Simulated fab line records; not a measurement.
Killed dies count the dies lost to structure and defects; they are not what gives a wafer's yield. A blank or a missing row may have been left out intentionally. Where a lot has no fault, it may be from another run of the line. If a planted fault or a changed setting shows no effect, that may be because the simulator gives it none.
A lot that was struck, set against a sound lot ; flow berkeleyCmos170 ; 15 out of 331 route steps
Sound: the wafers L444.3, L444.5, L444.6. Struck: wafer L455.5 (left out: L455.2, L455.6 of the same lot, which were not struck); the cause appears at the end.
Each step with rows lists, per side, the tool, then ch with its chambers, then its first start. Under that, the readings that differ: sound wafers ; struck wafers ; difference of the means ; sigmas: that difference in standard deviations of wafers without a fault.
alike: readings whose means differ by less than 2 such deviations, and words and numbers that are the same on both sides. not compared: withheld readings, readings that some wafer has no value for, bounds like >300 that may hide the same value, and numbers for which the record gives no deviation and whose values overlap.
The two part at a step that has a row with sigmas, a row that says differs or no value, or rows on one side only. Non-overlapping numbers with no deviation appear without sigmas and do not part them. A reading missing from all wafers of one side parts the sides only when that side holds two or more wafers.

first, 2 steps without rows for these wafers: UCB170_GATE_ANNEAL_03 (time 1800 s); UCB170_GATE_CVD_04 (deposits poly-Si from SiH4, time 1440 s, target thk 214 nm).
UCB170_GATE_THK_MEAS_05:
  sound on filmMetro-03 at day 8 12:24; struck on filmMetro-04 at day 11 07:41
  alike: GATE_POLY_THK
then, 6 steps without rows for these wafers: UCB170_GATE_COAT_06; UCB170_GATE_COAT_07 (resist thk 900 nm); UCB170_GATE_SOFTBAKE_08 (time 60 s); UCB170_GATE_EXPOSE_09 (exposes mask POLY, target cd 350 nm); UCB170_GATE_PEB_10; UCB170_GATE_DEVELOP_11 (develop time 45 s).
UCB170_GATE_CD_MEAS_12: target cd 350 nm.
  sound on cdSem-01 at day 8 13:56; struck on cdSem-02 at day 11 08:52
reading;sound;struck;difference;sigmas
cdNm (nm);352.7 353.2 352.0;347.8;-4.8;-3
UCB170_GATE_OVL_MEAS_13:
  sound on overlay-02 at day 8 14:01; struck on overlay-01 at day 11 08:59
  alike: GATE_OVL
UCB170_GATE_ETCH_14: etches BARC in N2/H2.
  sound on rieDiel-03 ch 0,2,3, day 8 14:03; struck on rieDiel-03 ch 2, day 11 09:01
  alike: drypumpMotorCurrentA, oesProductAu, throttleValvePct
UCB170_GATE_ETCH_15: etches poly-Si in HBr/Cl2, stops on SiO2, time 56.3 s, target depth 278.2 nm.
  sound on rieSi-02 ch 2,3, day 8 14:05; struck on rieSi-02 ch 0, day 11 09:03
reading;sound;struck;difference;sigmas
model.KrF_of_GATE_COAT_07.thkNm (nm);766.7 767.4 771.5;778.5;+10.0;
  alike: drypumpMotorCurrentA, oesProductAu, throttleValvePct
  not compared: rfHoursCounterH
UCB170_GATE_STRIP_16: strips in O2.
  sound on plasmaAsher-02 ch 0,1, day 8 14:10; struck on plasmaAsher-02 ch 0, day 11 09:06
  alike: drypumpMotorCurrentA, oesProductAu
  not compared: rfHoursCounterH
next, for these wafers, 1 step has no rows: UCB170_M3_PROBE_99.

WHERE THEY PART
UCB170_GATE_CD_MEAS_12 only, going by this record. Later steps at which nothing parts them and some readings are alike: UCB170_GATE_OVL_MEAS_13, UCB170_GATE_ETCH_14, UCB170_GATE_ETCH_15, UCB170_GATE_STRIP_16.

WHY: what had been put in by the simulator
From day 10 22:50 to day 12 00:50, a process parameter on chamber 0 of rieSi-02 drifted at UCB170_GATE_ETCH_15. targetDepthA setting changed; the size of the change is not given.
